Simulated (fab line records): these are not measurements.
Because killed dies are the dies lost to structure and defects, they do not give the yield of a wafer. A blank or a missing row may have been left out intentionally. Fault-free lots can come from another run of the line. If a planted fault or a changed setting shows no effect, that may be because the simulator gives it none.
fab line records :: flow ritCmos
record:
  lots: 14
  wafers: 42
  lastDay: 7
route steps=202 shown PLDD@123 M1@202
lots with no fault: from the same line, run without faults
startH: hours from the record's opening day to when the first of the lot's shown wafers began :: waitH: time in hours since the lot's previous step :: " identical to the entry in the row above :: L1.1+2: one row covering several wafers at once :: - value missing, or start not given :: * or withheld: withheld :: < > ~ a bound
route shown NAME@n: names a module that has steps shown in the file, with the first one's number in the route :: usual: the fault-free wafers' mean and standard deviation :: same: alike in all rows :: chamber/n: place in a boat :: sites: each site's reading :: _std_site: the values' standard deviation :: _edge_site: outer sites' mean less inner sites' :: radiusMm: for every site, how far away it sits from the centre of the wafer :: mask NAME#n: copy n :: behind: the tool/chamber that last shaped the wafer :: hold: why the lot went on hold/how many hours it stayed there/how the hold came to an end :: device: the transistor (n, p or np) that didn't switch :: end of line: at the end of the route, the tests of the same wafers :: a step with no rows: only its recipe :: killed: dies lost to structure and defects at the first sort, not the wafer's yield :: map: shows each die of a wafer: x if killed, . if not, _ if none is there
set.NAME: setting as actually run; set.NAME@STEP: the setting as run at that earlier step :: model.NAME: the simulator's own value behind a step, which no gauge read
the route's steps for a sample of lots (tables are steps, rows are wafers)
services: a tool's chamber out of use, with start hour (startH, from the record's first day; less than 0 if before it), hours out, and reason
== steps ==
step: RIT_PLDD_STRIP_09
recipe:
  chemistry: O2
  timeS: 180
  resist: NOVOLAK
  platenTempC: withheld
  powerW: 500
  pressureMtorr: 4000
  o2FlowSccm: 4000
usual:
  chamberPressureMTorr: 4000/3.4
  drypumpMotorCurrentA: 5.90/0.22
  o2FlowSccm: 4001/13
lot.wafer: L928.2
tool: plasmaAsher-02
chamber: 0
startH: 43.50
waitH: 0.1
chamberPressureMTorr: 4003
drypumpMotorCurrentA: 5.86
o2FlowSccm: 4014
rfHoursCounterH: 39

lot.wafer: L928.3
tool: plasmaAsher-02
chamber: 0
startH: 43.50
waitH: 0.1
chamberPressureMTorr: 4004
drypumpMotorCurrentA: 5.84
o2FlowSccm: 4006
rfHoursCounterH: -

lot.wafer: L928.4
tool: plasmaAsher-02
chamber: 1
startH: 43.50
waitH: 0.1
chamberPressureMTorr: 4004
drypumpMotorCurrentA: 5.83
o2FlowSccm: 3995
rfHoursCounterH: -

lot.wafer: L930.3
tool: plasmaAsher-03
chamber: 1
startH: 55.66
waitH: 0.1
chamberPressureMTorr: 4000
drypumpMotorCurrentA: 6.00
o2FlowSccm: 3998
rfHoursCounterH: -

lot.wafer: L930.4
tool: plasmaAsher-03
chamber: 0
startH: 55.66
waitH: 0.1
chamberPressureMTorr: 3997
drypumpMotorCurrentA: 5.60
o2FlowSccm: 3996
rfHoursCounterH: -

lot.wafer: L930.6
tool: plasmaAsher-03
chamber: 1
startH: 55.66
waitH: 0.1
chamberPressureMTorr: 3996
drypumpMotorCurrentA: 6.06
o2FlowSccm: 3982
rfHoursCounterH: -

lot.wafer: L931.1
tool: plasmaAsher-02
chamber: 1
startH: 57.81
waitH: 0.1
chamberPressureMTorr: 4003
drypumpMotorCurrentA: 5.82
o2FlowSccm: 4003
rfHoursCounterH: 41

lot.wafer: L931.2
tool: plasmaAsher-02
chamber: 0
startH: 57.81
waitH: 0.1
chamberPressureMTorr: 4002
drypumpMotorCurrentA: 5.89
o2FlowSccm: 3997
rfHoursCounterH: 41

lot.wafer: L931.3
tool: plasmaAsher-02
chamber: 1
startH: 57.81
waitH: 0.1
chamberPressureMTorr: 4000
drypumpMotorCurrentA: 5.83
o2FlowSccm: 4009
rfHoursCounterH: -

lot.wafer: L932.1
tool: plasmaAsher-02
chamber: 0
startH: 63.26
waitH: 0.1
chamberPressureMTorr: 4009
drypumpMotorCurrentA: 5.83
o2FlowSccm: 4020
rfHoursCounterH: 42

lot.wafer: L932.3
tool: plasmaAsher-02
chamber: 0
startH: 63.26
waitH: 0.1
chamberPressureMTorr: 4002
drypumpMotorCurrentA: 5.88
o2FlowSccm: 4027
rfHoursCounterH: -

lot.wafer: L932.4
tool: plasmaAsher-02
chamber: 1
startH: 63.26
waitH: 0.1
chamberPressureMTorr: 3999
drypumpMotorCurrentA: 5.81
o2FlowSccm: 4004
rfHoursCounterH: -

lot.wafer: L935.1
tool: plasmaAsher-04
chamber: 1
startH: 78.79
waitH: 0.1
chamberPressureMTorr: 3998
drypumpMotorCurrentA: 5.84
o2FlowSccm: 4012
rfHoursCounterH: 30

lot.wafer: L935.2
tool: plasmaAsher-04
chamber: 0
startH: 78.79
waitH: 0.1
chamberPressureMTorr: 4003
drypumpMotorCurrentA: 6.38
o2FlowSccm: 4012
rfHoursCounterH: 30

lot.wafer: L935.3
tool: plasmaAsher-04
chamber: 0
startH: 78.79
waitH: 0.1
chamberPressureMTorr: 4005
drypumpMotorCurrentA: 6.35
o2FlowSccm: 4022
rfHoursCounterH: -

lot.wafer: L936.1
tool: plasmaAsher-04
chamber: 1
startH: 85.34
waitH: 0.1
chamberPressureMTorr: 4001
drypumpMotorCurrentA: 5.85
o2FlowSccm: 4009
rfHoursCounterH: 31

lot.wafer: L936.5
tool: plasmaAsher-04
chamber: 0
startH: 85.34
waitH: 0.1
chamberPressureMTorr: 4000
drypumpMotorCurrentA: 6.37
o2FlowSccm: 3980
rfHoursCounterH: -

lot.wafer: L936.6
tool: plasmaAsher-04
chamber: 1
startH: 85.34
waitH: 0.1
chamberPressureMTorr: 3997
drypumpMotorCurrentA: 5.85
o2FlowSccm: 4016
rfHoursCounterH: -

lot.wafer: L937.2
tool: plasmaAsher-03
chamber: 0
startH: 87.48
waitH: 0.1
chamberPressureMTorr: 4003
drypumpMotorCurrentA: 5.58
o2FlowSccm: 4005
rfHoursCounterH: 43

lot.wafer: L937.4
tool: plasmaAsher-03
chamber: 1
startH: 87.48
waitH: 0.1
chamberPressureMTorr: 4002
drypumpMotorCurrentA: 6.06
o2FlowSccm: 4003
rfHoursCounterH: -

lot.wafer: L937.6
tool: plasmaAsher-03
chamber: 0
startH: 87.48
waitH: 0.1
chamberPressureMTorr: 3998
drypumpMotorCurrentA: 5.59
o2FlowSccm: 4002
rfHoursCounterH: -

lot.wafer: L938.1
tool: plasmaAsher-03
chamber: 1
startH: 93.83
waitH: 0.1
chamberPressureMTorr: 3997
drypumpMotorCurrentA: 6.02
o2FlowSccm: 4006
rfHoursCounterH: 44

lot.wafer: L938.3
tool: plasmaAsher-03
chamber: 0
startH: 93.83
waitH: 0.1
chamberPressureMTorr: 3994
drypumpMotorCurrentA: 5.60
o2FlowSccm: 4002
rfHoursCounterH: -

lot.wafer: L938.5
tool: plasmaAsher-03
chamber: 1
startH: 93.83
waitH: 0.1
chamberPressureMTorr: 4001
drypumpMotorCurrentA: 6.02
o2FlowSccm: 3992
rfHoursCounterH: -

lot.wafer: L939.2
tool: plasmaAsher-02
chamber: 1
startH: 98.88
waitH: 0.1
chamberPressureMTorr: 4000
drypumpMotorCurrentA: 5.82
o2FlowSccm: 4007
rfHoursCounterH: 45

lot.wafer: L939.3
tool: plasmaAsher-02
chamber: 1
startH: 98.88
waitH: 0.1
chamberPressureMTorr: 4007
drypumpMotorCurrentA: 5.83
o2FlowSccm: 3993
rfHoursCounterH: -

lot.wafer: L939.4
tool: plasmaAsher-02
chamber: 0
startH: 98.88
waitH: 0.1
chamberPressureMTorr: 3996
drypumpMotorCurrentA: 5.82
o2FlowSccm: 3995
rfHoursCounterH: -

lot.wafer: L940.1
tool: plasmaAsher-03
chamber: 0
startH: 104.66
waitH: 0.1
chamberPressureMTorr: 4000
drypumpMotorCurrentA: 5.61
o2FlowSccm: 4802
rfHoursCounterH: 45

lot.wafer: L940.4
tool: plasmaAsher-03
chamber: 0
startH: 104.66
waitH: 0.1
chamberPressureMTorr: 4000
drypumpMotorCurrentA: 5.59
o2FlowSccm: 4790
rfHoursCounterH: -

lot.wafer: L940.6
tool: plasmaAsher-03
chamber: 1
startH: 104.66
waitH: 0.1
chamberPressureMTorr: 3996
drypumpMotorCurrentA: 5.99
o2FlowSccm: 4799
rfHoursCounterH: -

lot.wafer: L941.1
tool: plasmaAsher-03
chamber: 1
startH: 113.28
waitH: 0.1
chamberPressureMTorr: 3993
drypumpMotorCurrentA: 6.03
o2FlowSccm: 4803
rfHoursCounterH: 46

lot.wafer: L941.4
tool: plasmaAsher-03
chamber: 1
startH: 113.28
waitH: 0.1
chamberPressureMTorr: 3999
drypumpMotorCurrentA: 6.04
o2FlowSccm: 4773
rfHoursCounterH: -

lot.wafer: L941.6
tool: plasmaAsher-03
chamber: 1
startH: 113.28
waitH: 0.1
chamberPressureMTorr: 4001
drypumpMotorCurrentA: 6.06
o2FlowSccm: 4806
rfHoursCounterH: -

lot.wafer: L949.3
tool: plasmaAsher-02
chamber: 0
startH: 149.57
waitH: 0.1
chamberPressureMTorr: 4000
drypumpMotorCurrentA: 5.87
o2FlowSccm: 3997
rfHoursCounterH: -

lot.wafer: L949.5
tool: plasmaAsher-02
chamber: 0
startH: 149.57
waitH: 0.1
chamberPressureMTorr: 4000
drypumpMotorCurrentA: 5.87
o2FlowSccm: 3998
rfHoursCounterH: -

lot.wafer: L949.6
tool: plasmaAsher-02
chamber: 1
startH: 149.57
waitH: 0.1
chamberPressureMTorr: 4003
drypumpMotorCurrentA: 5.82
o2FlowSccm: 4004
rfHoursCounterH: -

lot.wafer: L950.1
tool: plasmaAsher-02
chamber: 1
startH: 153.74
waitH: 0.1
chamberPressureMTorr: 4004
drypumpMotorCurrentA: 5.83
o2FlowSccm: 3983
rfHoursCounterH: 52

lot.wafer: L950.2
tool: plasmaAsher-02
chamber: 0
startH: 153.74
waitH: 0.1
chamberPressureMTorr: 4001
drypumpMotorCurrentA: 5.80
o2FlowSccm: 3985
rfHoursCounterH: 52

lot.wafer: L950.6
tool: plasmaAsher-02
chamber: 1
startH: 153.74
waitH: 0.1
chamberPressureMTorr: 3997
drypumpMotorCurrentA: 5.82
o2FlowSccm: 4011
rfHoursCounterH: -

lot.wafer: L951.1
tool: plasmaAsher-04
chamber: 0
startH: 161.35
waitH: 0.1
chamberPressureMTorr: 4010
drypumpMotorCurrentA: 6.39
o2FlowSccm: 4009
rfHoursCounterH: 40

lot.wafer: L951.3
tool: plasmaAsher-04
chamber: 0
startH: 161.35
waitH: 0.1
chamberPressureMTorr: 3999
drypumpMotorCurrentA: 6.38
o2FlowSccm: 4000
rfHoursCounterH: -

lot.wafer: L951.4
tool: plasmaAsher-04
chamber: 1
startH: 161.35
waitH: 0.1
chamberPressureMTorr: 3997
drypumpMotorCurrentA: 5.86
o2FlowSccm: 3986
rfHoursCounterH: -
step: RIT_M1_PROBE_99
usual:
  killed_at_M0_to_M3: 0.0/0.083
  killedAtContacts: 0.1/0.31
  killedAtFrontEnd: 7/3.3
  killedDies: 7/3.3
  killedOpen: 3.4/2.2
  killedShort: 3.5/2
same:
  grossDies: 264
  killed_at_M4_up: 0
  killedAtBackSide: 0
  killedAtOther: 0
lot.wafer: L928.2
tool: prober-02
chamber: -
startH: 57.01
waitH: 0.1
killed_at_M0_to_M3: 0
killedAtContacts: 0
killedAtFrontEnd: 7
killedDies: 7
killedOpen: 5
killedShort: 2

lot.wafer: L928.3
tool: prober-02
chamber: -
startH: 57.06
waitH: 0.2
killed_at_M0_to_M3: 0
killedAtContacts: 0
killedAtFrontEnd: 2
killedDies: 2
killedOpen: 2
killedShort: 0

lot.wafer: L928.4
tool: prober-02
chamber: -
startH: 57.11
waitH: 0.2
killed_at_M0_to_M3: 0
killedAtContacts: 0
killedAtFrontEnd: 7
killedDies: 7
killedOpen: 3
killedShort: 4

lot.wafer: L931.1
tool: prober-01
chamber: -
startH: 73.42
waitH: 0.1
killed_at_M0_to_M3: 0
killedAtContacts: 0
killedAtFrontEnd: 6
killedDies: 6
killedOpen: 4
killedShort: 2

lot.wafer: L931.2
tool: prober-01
chamber: -
startH: 73.47
waitH: 0.1
killed_at_M0_to_M3: 0
killedAtContacts: 0
killedAtFrontEnd: 8
killedDies: 8
killedOpen: 5
killedShort: 3

lot.wafer: L931.3
tool: prober-01
chamber: -
startH: 73.52
waitH: 0.2
killed_at_M0_to_M3: 1
killedAtContacts: 0
killedAtFrontEnd: 6
killedDies: 7
killedOpen: 2
killedShort: 5

lot.wafer: L930.3
tool: prober-02
chamber: -
startH: 73.52
waitH: 0.2
killed_at_M0_to_M3: 0
killedAtContacts: 0
killedAtFrontEnd: 7
killedDies: 7
killedOpen: 2
killedShort: 5

lot.wafer: L930.4
tool: prober-02
chamber: -
startH: 73.57
waitH: 0.2
killed_at_M0_to_M3: 0
killedAtContacts: 0
killedAtFrontEnd: 9
killedDies: 9
killedOpen: 5
killedShort: 4

lot.wafer: L930.6
tool: prober-02
chamber: -
startH: 73.67
waitH: 0.2
killed_at_M0_to_M3: 0
killedAtContacts: 0
killedAtFrontEnd: 8
killedDies: 8
killedOpen: 2
killedShort: 6

lot.wafer: L932.1
tool: prober-01
chamber: -
startH: 77.11
waitH: 0.1
killed_at_M0_to_M3: 0
killedAtContacts: 0
killedAtFrontEnd: 4
killedDies: 4
killedOpen: 3
killedShort: 1

lot.wafer: L932.3
tool: prober-01
chamber: -
startH: 77.21
waitH: 0.2
killed_at_M0_to_M3: 0
killedAtContacts: 0
killedAtFrontEnd: 8
killedDies: 8
killedOpen: 2
killedShort: 6

lot.wafer: L932.4
tool: prober-01
chamber: -
startH: 77.26
waitH: 0.2
killed_at_M0_to_M3: 0
killedAtContacts: 0
killedAtFrontEnd: 5
killedDies: 5
killedOpen: 2
killedShort: 3

lot.wafer: L935.1
tool: prober-02
chamber: -
startH: 92.36
waitH: 0.1
killed_at_M0_to_M3: 0
killedAtContacts: 0
killedAtFrontEnd: 5
killedDies: 5
killedOpen: 4
killedShort: 1

lot.wafer: L935.2
tool: prober-02
chamber: -
startH: 92.41
waitH: 0.1
killed_at_M0_to_M3: 0
killedAtContacts: 0
killedAtFrontEnd: 10
killedDies: 10
killedOpen: 3
killedShort: 7

lot.wafer: L935.3
tool: prober-02
chamber: -
startH: 92.46
waitH: 0.2
killed_at_M0_to_M3: 0
killedAtContacts: 0
killedAtFrontEnd: 10
killedDies: 10
killedOpen: 1
killedShort: 9

lot.wafer: L936.1
tool: prober-01
chamber: -
startH: 100.37
waitH: 0.1
killed_at_M0_to_M3: 0
killedAtContacts: 0
killedAtFrontEnd: 7
killedDies: 7
killedOpen: 3
killedShort: 4

lot.wafer: L936.5
tool: prober-01
chamber: -
startH: 100.57
waitH: 0.2
killed_at_M0_to_M3: 0
killedAtContacts: 0
killedAtFrontEnd: 7
killedDies: 7
killedOpen: 4
killedShort: 3

lot.wafer: L936.6
tool: prober-01
chamber: -
startH: 100.62
waitH: 0.2
killed_at_M0_to_M3: 0
killedAtContacts: 0
killedAtFrontEnd: 5
killedDies: 5
killedOpen: 2
killedShort: 3

lot.wafer: L937.2
tool: prober-02
chamber: -
startH: 106.61
waitH: 0.1
killed_at_M0_to_M3: 0
killedAtContacts: 0
killedAtFrontEnd: 16
killedDies: 16
killedOpen: 11
killedShort: 5

lot.wafer: L937.4
tool: prober-02
chamber: -
startH: 106.71
waitH: 0.2
killed_at_M0_to_M3: 0
killedAtContacts: 1
killedAtFrontEnd: 9
killedDies: 10
killedOpen: 3
killedShort: 7

lot.wafer: L937.6
tool: prober-02
chamber: -
startH: 106.81
waitH: 0.2
killed_at_M0_to_M3: 0
killedAtContacts: 0
killedAtFrontEnd: 8
killedDies: 8
killedOpen: 3
killedShort: 5

lot.wafer: L938.1
tool: prober-01
chamber: -
startH: 109.99
waitH: 0.1
killed_at_M0_to_M3: 0
killedAtContacts: 0
killedAtFrontEnd: 7
killedDies: 7
killedOpen: 5
killedShort: 2

lot.wafer: L938.3
tool: prober-01
chamber: -
startH: 110.09
waitH: 0.2
killed_at_M0_to_M3: 0
killedAtContacts: 0
killedAtFrontEnd: 7
killedDies: 7
killedOpen: 3
killedShort: 4

lot.wafer: L938.5
tool: prober-01
chamber: -
startH: 110.19
waitH: 0.2
killed_at_M0_to_M3: 0
killedAtContacts: 0
killedAtFrontEnd: 12
killedDies: 12
killedOpen: 6
killedShort: 6

lot.wafer: L939.2
tool: prober-02
chamber: -
startH: 112.73
waitH: 0.1
killed_at_M0_to_M3: 0
killedAtContacts: 0
killedAtFrontEnd: 7
killedDies: 7
killedOpen: 3
killedShort: 4

lot.wafer: L939.3
tool: prober-02
chamber: -
startH: 112.78
waitH: 0.2
killed_at_M0_to_M3: 0
killedAtContacts: 0
killedAtFrontEnd: 4
killedDies: 4
killedOpen: 2
killedShort: 2

lot.wafer: L939.4
tool: prober-02
chamber: -
startH: 112.83
waitH: 0.2
killed_at_M0_to_M3: 0
killedAtContacts: 0
killedAtFrontEnd: 12
killedDies: 12
killedOpen: 6
killedShort: 6

lot.wafer: L940.1
tool: prober-01
chamber: -
startH: 118.67
waitH: 0.1
killed_at_M0_to_M3: 0
killedAtContacts: 0
killedAtFrontEnd: 5
killedDies: 5
killedOpen: 2
killedShort: 3

lot.wafer: L940.4
tool: prober-01
chamber: -
startH: 118.82
waitH: 0.2
killed_at_M0_to_M3: 0
killedAtContacts: 0
killedAtFrontEnd: 8
killedDies: 8
killedOpen: 2
killedShort: 5

lot.wafer: L940.6
tool: prober-01
chamber: -
startH: 118.92
waitH: 0.2
killed_at_M0_to_M3: 0
killedAtContacts: 0
killedAtFrontEnd: 16
killedDies: 16
killedOpen: 6
killedShort: 7

lot.wafer: L941.1
tool: prober-02
chamber: -
startH: 126.89
waitH: 0.1
killed_at_M0_to_M3: 0
killedAtContacts: 0
killedAtFrontEnd: 9
killedDies: 9
killedOpen: 2
killedShort: 7

lot.wafer: L941.4
tool: prober-02
chamber: -
startH: 127.04
waitH: 0.2
killed_at_M0_to_M3: 0
killedAtContacts: 0
killedAtFrontEnd: 3
killedDies: 3
killedOpen: 0
killedShort: 3

lot.wafer: L941.6
tool: prober-02
chamber: -
startH: 127.14
waitH: 0.2
killed_at_M0_to_M3: 0
killedAtContacts: 0
killedAtFrontEnd: 5
killedDies: 5
killedOpen: 3
killedShort: 2

lot.wafer: L949.3
tool: prober-02
chamber: -
startH: 164.33
waitH: 0.2
killed_at_M0_to_M3: 0
killedAtContacts: 0
killedAtFrontEnd: 8
killedDies: 8
killedOpen: 3
killedShort: 5

lot.wafer: L949.5
tool: prober-02
chamber: -
startH: 164.43
waitH: 0.2
killed_at_M0_to_M3: 0
killedAtContacts: 0
killedAtFrontEnd: 6
killedDies: 6
killedOpen: 3
killedShort: 3

lot.wafer: L949.6
tool: prober-02
chamber: -
startH: 164.48
waitH: 0.2
killed_at_M0_to_M3: 0
killedAtContacts: 0
killedAtFrontEnd: 4
killedDies: 4
killedOpen: 1
killedShort: 3

lot.wafer: L950.1
tool: prober-01
chamber: -
startH: 167.17
waitH: 0.1
killed_at_M0_to_M3: 0
killedAtContacts: 0
killedAtFrontEnd: 7
killedDies: 7
killedOpen: 2
killedShort: 5

lot.wafer: L950.2
tool: prober-01
chamber: -
startH: 167.22
waitH: 0.1
killed_at_M0_to_M3: 0
killedAtContacts: 1
killedAtFrontEnd: 2
killedDies: 3
killedOpen: 2
killedShort: 1

lot.wafer: L950.6
tool: prober-01
chamber: -
startH: 167.42
waitH: 0.2
killed_at_M0_to_M3: 0
killedAtContacts: 0
killedAtFrontEnd: 3
killedDies: 3
killedOpen: 0
killedShort: 3

lot.wafer: L951.1
tool: prober-02
chamber: -
startH: 175.63
waitH: 0.1
killed_at_M0_to_M3: 0
killedAtContacts: 0
killedAtFrontEnd: 3
killedDies: 3
killedOpen: 1
killedShort: 2

lot.wafer: L951.3
tool: prober-02
chamber: -
startH: 175.73
waitH: 0.2
killed_at_M0_to_M3: 0
killedAtContacts: 0
killedAtFrontEnd: 7
killedDies: 7
killedOpen: 2
killedShort: 5

lot.wafer: L951.4
tool: prober-02
chamber: -
startH: 175.78
waitH: 0.2
killed_at_M0_to_M3: 0
killedAtContacts: 0
killedAtFrontEnd: 8
killedDies: 8
killedOpen: 3
killedShort: 5
killed by level:class
L928.2 SPACER:geometricParticle:open=3 GATE:geometricParticle:short=2 FOX2:geometricParticle:open=1 GATE:geometricParticle:open=1
L928.3 FOX2:geometricParticle:open=1 GATE:geometricParticle:open=1
L928.4 FOX2:geometricParticle:open=1 GATE:geometricParticle:short=1 REOX:geometricParticle:short=1 SPACER:geometricParticle:open=1 SPACER:geometricParticle:short=1 SILICIDE:geometricParticle:short=1 SILICIDE:geometricParticle:open=1
L931.1 GATE:geometricParticle:open=2 FOX1:geometricParticle:open=1 GATE:geometricParticle:short=1 SPACER:geometricParticle:short=1 SILICIDE:geometricParticle:open=1
L931.2 SPACER:geometricParticle:open=2 FOX2:geometricParticle:open=1 GATE:geometricParticle:short=1 GATE:geometricParticle:open=1 SPACER:geometricParticle:short=1 SILICIDE:geometricParticle:short=1 SILICIDE:geometricParticle:open=1
L930.3 FOX1:geometricParticle:short=2 FOX2:geometricParticle:short=2 REOX:geometricParticle:open=1 SPACER:geometricParticle:open=1 SILICIDE:geometricParticle:short=1
L931.3 GATE:geometricParticle:short=2 FOX2:geometricParticle:open=1 GATE:geometricParticle:open=1 REOX:geometricParticle:short=1 SPACER:geometricParticle:short=1 M1:geometricParticle:short=1
L930.4 FOX2:geometricParticle:short=2 GATE:geometricParticle:open=2 SILICIDE:geometricParticle:open=2 FOX1:geometricParticle:short=1 REOX:geometricParticle:open=1 SILICIDE:geometricParticle:short=1
L930.6 GATE:geometricParticle:short=4 ACTIVE:geometricParticle:short=1 REOX:geometricParticle:open=1 SPACER:geometricParticle:short=1 SILICIDE:geometricParticle:open=1
L932.1 FOX1:geometricParticle:open=1 FOX2:geometricParticle:short=1 GATE:geometricParticle:open=1 SPACER:geometricParticle:open=1
L932.3 SPACER:geometricParticle:short=2 FOX1:geometricParticle:short=1 FOX2:geometricParticle:open=1 FOX2:geometricParticle:short=1 GATE:geometricParticle:short=1 GATE:geometricParticle:open=1 REOX:geometricParticle:short=1
L932.4 GATE:geometricParticle:short=2 FOX2:geometricParticle:open=1 REOX:geometricParticle:short=1 REOX:geometricParticle:open=1
L935.1 GATE:geometricParticle:open=2 FOX2:geometricParticle:open=1 GATE:geometricParticle:short=1 SILICIDE:geometricParticle:open=1
L935.2 FOX1:geometricParticle:short=2 GATE:geometricParticle:short=2 GATE:geometricParticle:open=2 REOX:geometricParticle:short=1 SPACER:geometricParticle:short=1 SPACER:geometricParticle:open=1 SILICIDE:geometricParticle:short=1
L935.3 GATE:geometricParticle:short=3 FOX1:geometricParticle:short=2 SILICIDE:geometricParticle:short=2 REOX:geometricParticle:short=1 SPACER:geometricParticle:short=1 SILICIDE:geometricParticle:open=1
L936.1 GATE:geometricParticle:short=2 GATE:geometricParticle:open=2 FOX1:geometricParticle:short=1 FOX2:geometricParticle:short=1 SILICIDE:geometricParticle:open=1
L936.5 GATE:geometricParticle:open=2 FOX1:geometricParticle:short=1 FOX1:geometricParticle:open=1 FOX2:geometricParticle:open=1 SPACER:geometricParticle:short=1 SILICIDE:geometricParticle:short=1
L936.6 FOX2:geometricParticle:open=2 ACTIVE:geometricParticle:short=1 FOX1:geometricParticle:short=1 SILICIDE:geometricParticle:short=1
L937.2 REOX:geometricParticle:open=4 FOX1:geometricParticle:open=3 FOX1:geometricParticle:short=2 GATE:geometricParticle:short=2 GATE:geometricParticle:open=2 SPACER:geometricParticle:open=2 FOX2:geometricParticle:short=1
L937.4 GATE:geometricParticle:open=2 SILICIDE:geometricParticle:short=2 FOX1:geometricParticle:open=1 FOX1:geometricParticle:short=1 GATE:geometricParticle:short=1 REOX:geometricParticle:short=1 SPACER:geometricParticle:short=1 CONTACT:geometricParticle:short=1
L937.6 REOX:geometricParticle:short=3 GATE:geometricParticle:open=2 FOX2:geometricParticle:short=1 GATE:geometricParticle:short=1 REOX:geometricParticle:open=1
L938.1 REOX:geometricParticle:open=2 SPACER:geometricParticle:open=2 GATE:geometricParticle:open=1 SPACER:geometricParticle:short=1 SILICIDE:geometricParticle:short=1
L938.3 GATE:geometricParticle:open=2 REOX:geometricParticle:short=2 FOX1:geometricParticle:short=1 FOX2:geometricParticle:short=1 FOX2:geometricParticle:open=1
L938.5 GATE:geometricParticle:short=3 FOX1:geometricParticle:short=1 FOX1:geometricParticle:open=1 FOX2:geometricParticle:open=1 FOX2:geometricParticle:short=1 GATE:geometricParticle:open=1 REOX:geometricParticle:open=1 SPACER:geometricParticle:open=1
L939.2 SILICIDE:geometricParticle:short=2 GATE:geometricParticle:short=1 GATE:geometricParticle:open=1 REOX:geometricParticle:short=1 SPACER:geometricParticle:open=1 SILICIDE:geometricParticle:open=1
L939.3 SILICIDE:geometricParticle:short=2 GATE:geometricParticle:open=1 SPACER:geometricParticle:open=1
L939.4 FOX2:geometricParticle:open=2 REOX:geometricParticle:open=2 SILICIDE:geometricParticle:short=2 FOX1:geometricParticle:short=1 FOX2:geometricParticle:short=1 GATE:geometricParticle:short=1 SPACER:geometricParticle:short=1 SPACER:geometricParticle:open=1
L940.1 FOX2:geometricParticle:open=1 GATE:geometricParticle:short=1 REOX:geometricParticle:short=1 SILICIDE:geometricParticle:open=1 SILICIDE:geometricParticle:short=1
L940.4 REOX:geometricParticle:short=3 GATE:geometricParticle:open=1 GATE:geometricParticle:short=1 REOX:geometricParticle:open=1 SILICIDE:geometricParticle:short=1 NWELL:coatMicrobubblePrinted=1
L940.6 GATE:geometricParticle:short=5 FOX1:geometricParticle:open=2 NLDD:coatMicrobubblePrinted=2 FOX1:geometricParticle:short=1 GATE:geometricParticle:open=1 REOX:geometricParticle:short=1 REOX:geometricParticle:open=1 SPACER:geometricParticle:open=1
L941.1 GATE:geometricParticle:short=3 GATE:geometricParticle:open=2 FOX1:geometricParticle:short=1 FOX2:geometricParticle:short=1 REOX:geometricParticle:short=1 SILICIDE:geometricParticle:short=1
L941.4 GATE:geometricParticle:short=2 SILICIDE:geometricParticle:short=1
L941.6 FOX1:geometricParticle:open=2 FOX1:geometricParticle:short=1 GATE:geometricParticle:short=1 SPACER:geometricParticle:open=1
L949.3 REOX:geometricParticle:short=3 GATE:geometricParticle:open=1 GATE:geometricParticle:short=1 REOX:geometricParticle:open=1 SPACER:geometricParticle:short=1 SPACER:geometricParticle:open=1
L949.5 FOX1:geometricParticle:short=2 FOX2:geometricParticle:open=2 GATE:geometricParticle:short=1 REOX:geometricParticle:open=1
L949.6 SPACER:geometricParticle:short=3 REOX:geometricParticle:open=1
L950.1 FOX1:geometricParticle:short=2 GATE:geometricParticle:short=2 FOX2:geometricParticle:open=1 GATE:geometricParticle:open=1 SPACER:geometricParticle:short=1
L950.2 FOX1:geometricParticle:short=1 REOX:geometricParticle:open=1 CONTACT:geometricParticle:open=1
L950.6 SPACER:geometricParticle:short=2 FOX1:geometricParticle:short=1
L951.1 SILICIDE:geometricParticle:short=2 SILICIDE:geometricParticle:open=1
L951.3 GATE:geometricParticle:short=3 REOX:geometricParticle:short=2 FOX2:geometricParticle:open=1 REOX:geometricParticle:open=1
L951.4 SILICIDE:geometricParticle:short=2 FOX2:geometricParticle:open=1 GATE:geometricParticle:open=1 GATE:geometricParticle:short=1 REOX:geometricParticle:short=1 SPACER:geometricParticle:open=1 SPACER:geometricParticle:short=1
== services ==
tool: plasmaAsher-03
chamber: -
startH: 37.01
hours: 14.6
kind: pm

tool: plasmaAsher-02
chamber: -
startH: 51.44
hours: 2.8
kind: pm
== key ==
firstSign:
  step: RIT_PLDD_STRIP_09
  reading: o2FlowSccm
  direction: up
  sigmas: 62
  usual: 4001
  struck: 4795
effect none on later readings
metAt RIT_PLDD_STRIP_09
struckLots L940,L941
testerLeftOut L940,L941
onsetBetween 93.83 104.66
fault:
  kind: processParameterDrift
  tool: plasmaAsher-03
  chamber: -
  onsetH: 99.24
  steps: RIT_PLDD_STRIP_09
  channel: o2FlowSccm
  offset: 800
  shape: step
  endH: 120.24
  actsIn: theseRecipesOnly
  stated: 4000
testerLeftOut: of these lots the tester's yield and bins aren't shown, on N5 and GAA mostly nor the transistor test; their killed dies are dies lost to structure and defects alone, not to doping, threshold or leakage, so they don't give the yield
